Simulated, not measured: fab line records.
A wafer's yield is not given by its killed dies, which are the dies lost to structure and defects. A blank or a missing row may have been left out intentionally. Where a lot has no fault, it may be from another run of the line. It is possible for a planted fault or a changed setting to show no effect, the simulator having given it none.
fab line records | flow rit_cmos
[record] lots = 6 wafers = 18 last_day = 6
route steps=202 shown GATE@75 FOX2@80 M1@202
lots that met no fault: from a run of the same line without faults
start_h: hours from the record's first day to the start of the lot's first wafer shown | wait_h: time in hours since the lot's previous step | " as in the row above | L1.1+2: several wafers, shown together as one row | - no value, or no start was given | * or withheld: withheld | < > ~ a bound
route shown NAME@n: names a module that has steps shown in the file, with the first one's number in the route | usual: mean/standard deviation of fault-free wafers | same: alike in all rows | chamber/n: place in a boat | sites: readings site by site | _std_site: standard deviation of those values | _edge_site: mean of outer sites minus mean of inner sites | radius_mm: for every site, how far away it sits from the centre of the wafer | mask NAME#n: copy n | behind: the most recent tool/chamber to have shaped the wafer | hold: why the lot went on hold/how many hours it stayed there/how the hold came to an end | device: the n, p or np transistor that did not switch | end of line: the same wafers' tests at the end of the route | a step with no rows: only its recipe | killed: the dies lost at the first sort to structure and to defects; this is not the yield of the wafer | map: per-die view of a wafer (x killed, . not killed, _ where there is no die)
set.NAME: setting as actually run; set.NAME@STEP: the setting as run at that earlier step | model.NAME: the simulator's own value behind a step, which no gauge read
certain route steps with their lots: each step a table, each wafer a row
services: a tool's chamber out of use, with start hour (start_h, from the record's first day; less than 0 if before it), hours out, and reason
[[steps]]
[step RIT_GATE_WET_ETCH_00]
[recipe] chemistry = BOE target = SiO2 target_depth_nm = 56 time_s = 60 dry = n2_spin dilution = 10:1 temp_c = 21.5
[step RIT_GATE_CLEAN_01]
[recipe] chemistry = SC1 mix = 3:3:50 time_s = 600 temp_c = 75
[step RIT_GATE_CLEAN_02]
[recipe] chemistry = dHF dilution = 50:1 time_s = 30
[step RIT_GATE_CLEAN_03]
[recipe] chemistry = SC2 mix = 3:3:50 time_s = 600 temp_c = 75 dry = n2_spin
[step RIT_GATE_CLEAN_04]
[recipe] chemistry = dHF dilution = 50:1 time_s = 60 dry = n2_spin
[step RIT_FOX2_THK_MEAS_91]
[recipe] reads = SiO2_of_FOX2_OXIDATION_00
[usual] FIELD_OXIDE_LEFT_2_THK = 254/7.5
// columns lot.wafer tool chamber start_h wait_h FIELD_OXIDE_LEFT_2_THK[nm]
L495.2 film_metro-03 - 47.59 0.0 258
L495.5 " - " " 255
L495.6 " - " " 258
L496.2 film_metro-03 - 52.07 0.0 260
L496.3 " - " " 255
L496.4 " - " " 257
L497.3 film_metro-01 - 56.74 0.0 262
L497.4 " - " " 255
L497.6 " - " " 255
L499.1 film_metro-02 - 67.40 0.0 250
L499.2 " - " " 253
L499.3 " - " " 251
L503.1 film_metro-03 - 88.54 0.0 242
L503.2 " - " " 242
L503.3 " - " " 240
L507.4 film_metro-02 - 108.85 0.0 258
L507.5 " - " " 252
L507.6 " - " " 252
[step RIT_GATE_OXIDATION_05]
[recipe] temp_c = 900 ambient = O2 target_thk_a = 30 ox_time_s = 270
[step RIT_GATE_ANNEAL_06]
[recipe] temp_c = 900 time_s = 600 ambient = N2O
[step RIT_GATE_THK_MEAS_07]
[recipe] reads = SiO2_of_GATE_OXIDATION_05
[usual] GATE_OXIDE_THK = 3.01/0.066
// columns lot.wafer tool chamber start_h wait_h GATE_OXIDE_THK[nm]
L495.2 film_metro-03 - 48.98 0.0 3.01
L495.5 " - " " 2.99
L495.6 " - " " 2.94
L496.2 film_metro-03 - 53.45 0.0 2.95
L496.3 " - " " 3.02
L496.4 " - " " 3.00
L497.3 film_metro-02 - 58.12 0.0 2.95
L497.4 " - " " 3.00
L497.6 " - " " 3.00
L499.1 film_metro-03 - 69.03 0.0 3.07
L499.2 " - " " 3.12
L499.3 " - " " 3.13
L503.1 film_metro-03 - 90.24 0.0 2.96
L503.2 " - " " 2.90
L503.3 " - " " 2.93
L507.4 film_metro-02 - 111.51 0.0 3.02
L507.5 " - " " 2.97
L507.6 " - " " 3.03
[step RIT_GATE_CVD_08]
[recipe] material = poly-Si target_thk_nm = 250 temp_c = 610 precursor = SiH4 time_s = 2220 pressure_mtorr = 300 sih4_flow_sccm = 100
[step RIT_GATE_THK_MEAS_09]
[recipe] reads = poly-Si_of_GATE_CVD_08
[usual] GATE_POLY_THK = 250.3/2
// columns lot.wafer tool chamber start_h wait_h GATE_POLY_THK[nm]
L495.2 film_metro-01 - 50.66 0.0 249.7
L495.5 " - " " 248.2
L495.6 " - " " 249.6
L496.2 film_metro-03 - 55.13 0.0 248.7
L496.3 " - " " 249.8
L496.4 " - " " 249.6
L497.3 film_metro-03 - 59.80 0.0 247.7
L497.4 " - " " 248.5
L497.6 " - " " 248.3
L499.1 film_metro-01 - 70.71 0.0 250.1
L499.2 " - " " 249.8
L499.3 " - " " 251.3
L503.1 film_metro-02 - 91.92 0.0 252.9
L503.2 " - " " 252.8
L503.3 " - " " 251.4
L507.4 film_metro-01 - 113.99 0.0 251.6
L507.5 " - " " 253.7
L507.6 " - " " 251.1
[step RIT_GATE_HMDS_10]
[recipe] prime_time_s = 60 prime_temp_c = 140
[step RIT_GATE_COAT_11]
[recipe] resist = NOVOLAK spin_rpm = 4250 resist_thk_nm = 850
[usual] spin_speed_rpm = 4250/3
// columns lot.wafer tool chamber start_h wait_h spin_speed_rpm model.NOVOLAK_of_GATE_COAT_11.thk_nm
L495.2 litho_track-03 0 50.88 0.1 4245 846.3
L495.5 " 0 " " 4251 847.4
L495.6 " 0 " " 4253 849
L496.2 litho_track-03 0 55.36 0.1 4069 867.1
L496.3 " 0 " " 4067 867
L496.4 " 0 " " 4067 866.1
L497.3 litho_track-03 0 60.04 0.1 4066 865.7
L497.4 " 0 " " 4068 866.4
L497.6 " 0 " " 4063 868.1
L499.1 litho_track-01 0 70.92 0.1 4252 847.2
L499.2 " 0 " " 4253 850.1
L499.3 " 0 " " 4250 846.6
L503.1 litho_track-04 0 92.13 0.1 4245 848.2
L503.2 " 0 " " 4248 848.4
L503.3 " 0 " " 4249 850
L507.4 litho_track-04 0 114.25 0.1 4250 847.7
L507.5 " 0 " " 4249 847.1
L507.6 " 0 " " 4252 851.1
[step RIT_GATE_SOFTBAKE_12]
[recipe] resist = NOVOLAK temp_c = 90 time_s = 60
[step RIT_GATE_EXPOSE_13]
[recipe] mask_id = M6 na = 0.6 source_shape = conventional sigma_outer = 0.6 target_cd_nm = 150 dose_mj = 380
[step RIT_GATE_PEB_14]
[recipe] resist = NOVOLAK temp_c = withheld time_s = withheld
[step RIT_GATE_DEVELOP_15]
[recipe] resist = NOVOLAK develop_time_s = 50 dev_temp_c = 23
[step RIT_GATE_CD_MEAS_16]
[recipe] target_cd_nm = 150
[usual] cd_nm = 149.3/2.1
// columns lot.wafer tool chamber start_h wait_h cd_nm
L495.2 cd_sem-01 - 51.70 - 144.3
L495.5 " - " " 148.0
L495.6 " - " " 148.5
L496.2 cd_sem-01 - 56.22 - 152.4
L496.3 " - " " 153.5
L496.4 " - " " 154.0
L497.3 cd_sem-01 - 60.73 - 151.7
L497.4 " - " " 151.0
L497.6 " - " " 150.9
L499.1 cd_sem-01 - 71.74 - 150.2
L499.2 " - " " 149.6
L499.3 " - " " 146.9
L503.1 cd_sem-01 - 93.09 - 151.2
L503.2 " - " " 150.5
L503.3 " - " " 149.6
L507.4 cd_sem-02 - 115.08 - 152.1
L507.5 " - " " 149.0
L507.6 " - " " 151.3
[step RIT_GATE_OVL_MEAS_17]
[usual] GATE_OVL = 0.7/1.3
// columns lot.wafer tool chamber start_h wait_h GATE_OVL[nm]
L495.2 overlay-01 - 51.81 0.1 0.9
L495.5 " - " " -0.4
L495.6 " - " " 0.8
L496.2 overlay-01 - 56.32 0.1 0.0
L496.3 " - " " 0.2
L496.4 " - " " 1.4
L497.3 overlay-01 - 60.82 0.1 0.8
L497.4 " - " " -0.5
L497.6 " - " " -0.1
L499.1 overlay-02 - 71.86 0.1 3.0
L499.2 " - " " 2.7
L499.3 " - " " 0.8
L503.1 overlay-01 - 93.21 0.1 1.0
L503.2 " - " " 0.6
L503.3 " - " " -1.1
L507.4 overlay-01 - 115.16 0.1 0.4
L507.5 " - " " 1.2
L507.6 " - " " 1.2
[step RIT_GATE_HARDBAKE_18]
[recipe] resist = NOVOLAK temp_c = 140 time_s = 60
[step RIT_GATE_ETCH_19]
[recipe] chemistry = SF6/CHF3/O2 time_s = 165 SF6_flow_sccm = 30 CHF3_flow_sccm = 30 O2_flow_sccm = 5 target = poly-Si pressure_mtorr = 40 rf_w = 160 target_depth_a = 3125 over_etch_frac = 0.25 stop_on = SiO2
[usual] drypump_motor_current_A = 5.4/0.35 oes_product_au = 0.847/0.013 throttle_valve_pct = 10.23/0.13
[same] time_s = 165
// columns lot.wafer tool chamber start_h wait_h drypump_motor_current_A oes_product_au rf_hours_counter_h throttle_valve_pct model.NOVOLAK_of_GATE_COAT_11.thk_nm model.GATE.cd_nm
L495.2 rie_si-01 2 52.00 0.1 5.8 0.845 100 10.29 669 144.2
L495.5 " 2 " " 5.8 0.843 - 10.28 669 148.1
L495.6 " 1 " " 5.5 0.865 - 10.49 669 148.3
L496.2 rie_si-02 2 56.50 0.1 5.7 0.838 111 10.11 684.5 152.2
L496.3 " 0 " " 5.5 0.852 2 10.22 683.7 153.1
L496.4 " 1 " " 5.9 0.839 29 10.19 682.8 154.1
L497.3 rie_si-01 1 61.00 0.1 5.5 0.861 149 10.50 684 151.5
L497.4 " 0 " " 4.9 0.853 52 10.03 686 151.3
L497.6 " 2 " " 5.8 0.842 - 10.29 688.6 151.1
L499.1 rie_si-01 1 72.05 0.1 5.5 0.883 149 10.48 667.9 150.2
L499.2 " 3 " " 4.9 0.842 75 10.16 669.1 149.6
L499.3 " 0 " " 4.9 0.863 52 10.04 669.2 147
L503.1 rie_si-01 0 93.40 0.1 4.9 0.862 52 10.02 670.1 151.3
L503.2 " 3 " " 4.9 0.844 75 10.16 669.1 150.2
L503.3 " 1 " " 5.5 0.884 150 10.48 670.8 149.5
L507.4 rie_si-01 0 115.38 0.1 4.9 0.860 - 10.02 669.2 152.4
L507.5 " 3 " " 4.9 0.853 - 10.16 666.7 149.1
L507.6 " 2 " " 5.8 0.845 - 10.30 673 151.3
[step RIT_GATE_STRIP_20]
[recipe] chemistry = O2 time_s = 180 resist = NOVOLAK platen_temp_c = withheld power_w = 500 pressure_mtorr = 4000 o2_flow_sccm = 4000
[usual] drypump_motor_current_A = 5.27/0.24
[same] time_s = 180
// columns lot.wafer tool chamber start_h wait_h drypump_motor_current_A rf_hours_counter_h
L495.2 plasma_asher-01 1 52.11 0.1 5.49 39
L495.5 " 0 " " 5.46 -
L495.6 " 1 " " 5.45 -
L496.2 plasma_asher-02 1 56.61 0.1 5.11 42
L496.3 " 1 " " 5.11 -
L496.4 " 0 " " 5.50 -
L497.3 plasma_asher-04 0 61.16 0.1 5.03 -
L497.4 " 1 " " 4.94 -
L497.6 " 1 " " 4.91 -
L499.1 plasma_asher-01 1 72.15 0.1 5.47 41
L499.2 " 0 " " 5.48 41
L499.3 " 0 " " 5.48 -
L503.1 plasma_asher-01 1 93.51 0.1 5.49 43
L503.2 " 0 " " 5.47 43
L503.3 " 1 " " 5.49 -
L507.4 plasma_asher-02 1 115.49 0.1 5.07 -
L507.5 " 0 " " 5.52 -
L507.6 " 1 " " 5.08 -
[step RIT_M1_PROBE_99]
[usual] killed_at_contacts = 0.1/0.31 killed_at_front_end = 7.1/2.8 killed_dies = 7.2/2.8 killed_open = 3.5/2 killed_short = 3.7/1.9
[same] gross_dies = 264 killed_at_M0_to_M3 = 0 killed_at_M4_up = 0 killed_at_back_side = 0 killed_at_other = 0
// columns lot.wafer tool chamber start_h wait_h killed_at_contacts killed_at_front_end killed_dies killed_open killed_short model.etest.npoly_line.line_ohm_um model.etest.ppoly_line.line_ohm_um model.etest.npoly_line.width_nm model.etest.ppoly_line.width_nm
L495.2 prober-02 - 73.72 0.1 0 11 11 6 5 173.1 165.5 96.55 97.93
L495.5 prober-02 - 73.87 0.2 0 4 4 0 4 169.6 160.3 100.3 101
L495.6 prober-02 - 73.92 0.2 0 4 4 2 2 167.5 157.6 101 102.2
L496.2 prober-01 - 76.54 0.1 0 8 8 3 5 161.1 154 104 105.1
L496.3 prober-01 - 76.59 0.2 0 8 8 6 2 160.2 152.3 104.1 105.1
L496.4 prober-01 - 76.64 0.2 0 8 8 4 4 159.8 153.9 106.1 106.4
L497.3 prober-02 - 81.41 0.2 0 11 11 5 6 160.7 158.6 104.7 106
L497.4 prober-02 - 81.46 0.2 0 9 9 4 5 161.8 158 104.3 105.1
L497.6 prober-02 - 81.56 0.2 1 8 9 6 3 159 154.2 104.2 105.5
L499.1 prober-02 - 93.80 0.1 0 12 12 6 6 167.2 158.3 102 102.7
L499.2 prober-02 - 93.85 0.1 0 9 9 4 5 166.6 160.7 101.7 102.7
L499.3 prober-02 - 93.90 0.2 0 8 8 2 6 171.1 163.9 99.31 99.95
L503.1 prober-02 - 114.41 0.1 1 5 6 2 3 164.8 160.2 103.9 104.6
L503.2 prober-02 - 114.46 0.1 0 7 7 4 3 167.2 160.5 103.2 104.2
L503.3 prober-02 - 114.51 0.2 1 5 6 2 3 169.8 163.9 101.7 102.8
L507.4 prober-02 - 138.63 0.2 0 16 16 9 7 163.2 159.4 104.7 105.3
L507.5 prober-02 - 138.68 0.2 0 8 8 3 4 171.3 165 99.93 101.7
L507.6 prober-02 - 138.73 0.2 0 7 7 4 3 167.8 161.1 102.8 103.3
// killed by level:class
L495.2 SILICIDE:geometric_particle:short=3 FOX2:geometric_particle:open=2 FOX1:geometric_particle:open=1 FOX1:geometric_particle:short=1 GATE:geometric_particle:short=1 GATE:geometric_particle:open=1 REOX:geometric_particle:open=1 SILICIDE:geometric_particle:open=1
L495.5 GATE:geometric_particle:short=2 FOX1:geometric_particle:short=1 REOX:geometric_particle:short=1
L495.6 SPACER:geometric_particle:open=2 GATE:geometric_particle:short=1 SILICIDE:geometric_particle:short=1
L496.2 FOX2:geometric_particle:open=2 GATE:geometric_particle:short=2 REOX:geometric_particle:short=2 FOX2:geometric_particle:short=1 SPACER:geometric_particle:open=1
L496.3 FOX1:geometric_particle:open=2 GATE:geometric_particle:open=2 FOX1:geometric_particle:short=1 FOX2:geometric_particle:short=1 SPACER:geometric_particle:open=1 SILICIDE:geometric_particle:open=1
L496.4 FOX1:geometric_particle:open=2 FOX1:geometric_particle:short=2 GATE:geometric_particle:short=1 REOX:geometric_particle:open=1 SPACER:geometric_particle:open=1 SILICIDE:geometric_particle:short=1
L497.3 GATE:geometric_particle:short=4 GATE:geometric_particle:open=2 SPACER:geometric_particle:open=2 FOX1:geometric_particle:short=1 FOX2:geometric_particle:open=1 SILICIDE:geometric_particle:short=1
L497.4 REOX:geometric_particle:short=3 REOX:geometric_particle:open=2 SILICIDE:geometric_particle:short=2 FOX2:geometric_particle:open=1 SILICIDE:geometric_particle:open=1
L497.6 GATE:geometric_particle:open=2 REOX:geometric_particle:open=2 FOX1:geometric_particle:open=1 FOX2:geometric_particle:open=1 GATE:geometric_particle:short=1 REOX:geometric_particle:short=1 CONTACT:geometric_particle:short=1
L499.1 FOX1:geometric_particle:open=2 FOX1:geometric_particle:short=2 GATE:geometric_particle:open=2 GATE:geometric_particle:short=1 REOX:geometric_particle:open=1 REOX:geometric_particle:short=1 SPACER:geometric_particle:open=1 SPACER:geometric_particle:short=1
L499.2 FOX1:geometric_particle:short=2 FOX1:geometric_particle:open=2 SPACER:geometric_particle:short=2 GATE:geometric_particle:open=1 GATE:geometric_particle:short=1 SILICIDE:geometric_particle:open=1
L499.3 FOX2:geometric_particle:short=3 FOX1:geometric_particle:short=1 FOX2:geometric_particle:open=1 GATE:geometric_particle:open=1 REOX:geometric_particle:short=1 SILICIDE:geometric_particle:short=1
L503.1 GATE:geometric_particle:short=2 FOX1:geometric_particle:open=1 GATE:geometric_particle:open=1 REOX:geometric_particle:short=1 CONTACT:coat_microbubble_printed=1
L503.2 FOX2:geometric_particle:open=3 GATE:geometric_particle:short=2 GATE:geometric_particle:open=1 REOX:geometric_particle:short=1
L503.3 REOX:geometric_particle:short=3 GATE:geometric_particle:open=1 REOX:geometric_particle:open=1 CONTACT:coat_microbubble_printed=1
L507.4 SPACER:geometric_particle:open=5 SILICIDE:geometric_particle:short=4 GATE:geometric_particle:short=2 SILICIDE:geometric_particle:open=2 FOX1:geometric_particle:open=1 GATE:geometric_particle:open=1 SPACER:geometric_particle:short=1
L507.5 GATE:geometric_particle:short=2 REOX:geometric_particle:open=2 REOX:geometric_particle:short=1 SPACER:geometric_particle:open=1 SPACER:geometric_particle:short=1 ACTIVE:coat_microbubble_printed=1
L507.6 GATE:geometric_particle:open=2 GATE:geometric_particle:short=2 FOX2:geometric_particle:open=1 REOX:geometric_particle:open=1 SPACER:geometric_particle:short=1
[[services]]
// columns tool chamber start_h hours kind
rie_si-01 - 69.51 0.6 repair
plasma_asher-01 - 87.05 0.5 repair
plasma_asher-01 - 108.75 9.0 pm
plasma_asher-01 0 108.75 9.0 vent_cycle
plasma_asher-01 1 108.75 9.0 vent_cycle
rie_si-01 1 113.01 - clean
rie_si-01 1 113.01 15.0 scheduled_down
rie_si-01 1 113.01 15.0 vent_cycle
[[key]]
[first_sign] step = RIT_GATE_COAT_11 reading = spin_speed_rpm direction = down sigmas = 60 usual = 4250 struck = 4067
effect none on later readings
[model_effect] step = RIT_GATE_COAT_11 value = NOVOLAK_of_GATE_COAT_11.thk_nm without = 847.6 struck = 866.7
[model_effect] step = RIT_GATE_ETCH_19 value = NOVOLAK_of_GATE_COAT_11.thk_nm without = 668.2 struck = 684.9
[model_effect] step = RIT_M1_PROBE_99 value = etest.npoly_line.line_ohm_um without = 166.2 struck = 160.4
met_at RIT_GATE_COAT_11
struck_wafers L496.2,L496.3,L496.4,L497.3,L497.4,L497.6
tester_left_out L496,L497
onset_between 50.88 55.36
[fault] kind = process_parameter_drift tool = litho_track-03 chamber = - onset_h = 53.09 steps = RIT_GATE_COAT_11 channel = spin_rpm offset = -185.45 shape = step end_h = 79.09 acts_in = these_recipes_only stated = 4250
// tester_left_out: of these lots the tester's yield and bins aren't shown, on N5 and GAA mostly nor the transistor test; their killed dies are dies lost to structure and defects alone, not to doping, threshold or leakage, so they don't give the yield
